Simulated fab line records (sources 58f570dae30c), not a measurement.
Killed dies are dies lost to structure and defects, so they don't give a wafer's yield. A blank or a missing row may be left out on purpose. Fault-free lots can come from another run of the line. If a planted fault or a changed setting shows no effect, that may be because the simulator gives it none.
Split-lot trial | flow berkeley-cmos170 | on a route of 331 steps: 5 lots, 27 wafers read

THE SPLIT
At UCB170_V1_DEVELOP_11 (develop time 45 s), the setting develop-time-s was moved away from the recipe's 45 s on 9 of the 27 wafers read, by -49.7% to +37.9%. All remaining wafers had this setting at the recipe value.

There is no step in the file separating the split from the reading.

THE READING
cd-nm at UCB170_V1_CD_MEAS_12, given in nm (cd target 700 nm). Typical for fault-free wafers on this fab line: 700.2 nm, with standard deviation 0.97 nm.

wafer  | tool, chamber at the split | develop-time-s as run, s | against the recipe | cd-nm, nm | against lot-mates on the recipe
L078.1 | litho-track-01, 0          | 45                       | recipe             | 700.2     | -
L078.2 | litho-track-01, 0          | 45                       | recipe             | 700.1     | -
L078.3 | litho-track-01, 0          | 45                       | recipe             | 698.0     | -
L078.4 | litho-track-01, 0          | 45                       | recipe             | 700.8     | -
L078.5 | litho-track-01, 0          | 45                       | recipe             | 700.2     | -
L078.6 | litho-track-01, 0          | 45                       | recipe             | 699.7     | -
L081.1 | litho-track-01, 0          | 45                       | recipe             | 701.2     | -
L081.2 | litho-track-01, 0          | 45                       | recipe             | 701.0     | -
L081.4 | litho-track-01, 0          | 45                       | recipe             | 698.3     | -
L077.1 | litho-track-04, 0          | 22.64                    | -49.7%             | 695.2     | -5.5
L077.2 | litho-track-04, 0          | 45                       | recipe             | 700.8     | -
L077.3 | litho-track-04, 0          | 22.64                    | -49.7%             | 695.7     | -5.0
L077.4 | litho-track-04, 0          | 45                       | recipe             | 700.8     | -
L077.5 | litho-track-04, 0          | 22.64                    | -49.7%             | 696.8     | -3.9
L077.6 | litho-track-04, 0          | 45                       | recipe             | 700.6     | -
L083.1 | litho-track-03, 0          | 30.23                    | -32.8%             | 697.4     | -3.4
L083.2 | litho-track-03, 0          | 30.23                    | -32.8%             | 697.7     | -3.1
L083.3 | litho-track-03, 0          | 45                       | recipe             | 700.4     | -
L083.4 | litho-track-03, 0          | 45                       | recipe             | 701.7     | -
L083.5 | litho-track-03, 0          | 30.23                    | -32.8%             | 696.4     | -4.4
L083.6 | litho-track-03, 0          | 45                       | recipe             | 700.4     | -
L084.1 | litho-track-01, 0          | 45                       | recipe             | 699.9     | -
L084.2 | litho-track-01, 0          | 45                       | recipe             | 700.9     | -
L084.3 | litho-track-01, 0          | 62.07                    | +37.9%             | 701.7     | +1.4
L084.4 | litho-track-01, 0          | 62.07                    | +37.9%             | 701.7     | +1.4
L084.5 | litho-track-01, 0          | 62.07                    | +37.9%             | 701.9     | +1.6
L084.6 | litho-track-01, 0          | 45                       | recipe             | 700.1     | -

THE FIT
A straight line over all 27 wafers: cd-nm changes by +0.0727 nm for each +1% of develop-time-s; r = +0.88; the points scatter about the line by 0.95 nm.
The same after taking each lot's own level away (the mean of its wafers on the recipe; 27 wafers): +0.08 nm for each +1%; r = +0.90; scatter 0.95 nm.
The reading moves by 4 nm for the largest change in develop-time-s, on that fit.
Measured against the standard deviation above, the lots' own levels, which go from 699.83 to 700.83 nm, span 1.0 times it.
The two slopes agree, so the slope changes little with the lot-to-lot level.
Check: with one of the wafers moved furthest among these (-49.7%) left out of the fit, the line predicts -4.11 nm for it against its lot-mates. It came out at -5.53 nm against them.

OTHER SPLITS APPLIED TO THESE WAFERS
Note: prior to the reading, these wafers also went through further splits. Each is held against what the fit with the lots' levels taken away leaves over:
other split on the same wafers      | wafers away from the commonest value | r with cd-nm (lot level and that fit taken away)
UCB170_NWELL_ETCH_13 time-s         | 12                                   | +0.01
UCB170_SACOX_OXIDATION_01 ox-time-s | 12                                   | -0.03
UCB170_SPACER_CVD_00 time-s         | 12                                   | -0.13
UCB170_M1_SPUTTER_00 time-s         | 9                                    | -0.11

FILE'S OWN FIT
cd-nm changes by +0.0836 nm for each +1% of develop-time-s, r = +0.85.
